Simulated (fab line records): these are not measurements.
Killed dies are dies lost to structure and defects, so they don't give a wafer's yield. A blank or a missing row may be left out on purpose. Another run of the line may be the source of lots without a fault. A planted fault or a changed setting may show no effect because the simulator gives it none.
Comparing a struck lot with a sound one    flow rit-cmos    14 steps out of a route of 202
Sound: the wafers L513.1, L513.2, L513.6. Wafers L511.1, L511.3, L511.5 were the ones struck. Last of all comes the cause.
Order at every step that has rows: each side's tool, ch and its chambers, its first start. Under that, the readings that differ: sound wafers    struck wafers    difference of the means    sigmas: that difference in standard deviations of wafers without a fault.
alike: words and numbers the same on both sides, and readings whose means are apart by under 2 such deviations; not compared: readings that were withheld, readings missing a value for some wafer, numbers with overlapping values and no deviation given by the record, and bounds like >300 which may hide the same value.
Wherever a step has rows on one side only, a row that says differs or no value, or a row with sigmas, the two part there. Numbers that have no deviation but don't overlap get no sigmas and don't part them. A reading that every wafer of one side lacks parts them only if that side has two wafers or more.

first, 1 step without rows for these wafers: RIT_GATE_CLEAN_04 (cleans in dHF, time 60 s).
RIT_FOX2_THK_MEAS_91:
  sound: film-metro-03 at day 6 16:19; struck: film-metro-03 at day 6 04:11
  alike: FIELD_OXIDE_LEFT_2_THK
then, 2 steps without rows for these wafers: RIT_GATE_OXIDATION_05 (target thk 3 nm, ox time 270 s); RIT_GATE_ANNEAL_06 (time 600 s).
RIT_GATE_THK_MEAS_07:
  sound: film-metro-04 at day 6 20:53; struck: film-metro-03 at day 6 07:17
  alike: GATE_OXIDE_THK
then, 1 step without rows for these wafers: RIT_GATE_CVD_08 (deposits poly-Si from SiH4, target thk 250 nm, time 2220 s).
RIT_GATE_THK_MEAS_09:
  sound: film-metro-03 at day 6 23:22; struck: film-metro-03 at day 6 10:34
  alike: GATE_POLY_THK
then, 5 steps without rows for these wafers: RIT_GATE_HMDS_10 (prime time 60 s); RIT_GATE_COAT_11 (resist thk 850 nm); RIT_GATE_SOFTBAKE_12 (time 60 s); RIT_GATE_EXPOSE_13 (exposes mask M6, target cd 150 nm); RIT_GATE_PEB_14.
RIT_GATE_DEVELOP_15: develop time 52.32 s.
  struck on litho-track-02, day 6 11:00; sound on litho-track-03 ch 0, day 7 00:00
  no value came back on the struck wafers for chill-plate-temp-C (C), develop-time-s (s); on the sound wafers chill-plate-temp-C (C) reads 23.01 23.11 23.04
RIT_GATE_CD_MEAS_16: target cd 150 nm.
  sound: cd-sem-02 at day 7 00:24; struck: cd-sem-01 at day 6 11:37
reading     sound              struck  difference                     sigmas
cd-nm (nm)  153.4 152.6 154.3  - - -   no value on the struck wafers  

== WHERE THEY PART ==
First at RIT_GATE_DEVELOP_15; last, within this record, at RIT_GATE_CD_MEAS_16.

WHY: what had been put in by the simulator
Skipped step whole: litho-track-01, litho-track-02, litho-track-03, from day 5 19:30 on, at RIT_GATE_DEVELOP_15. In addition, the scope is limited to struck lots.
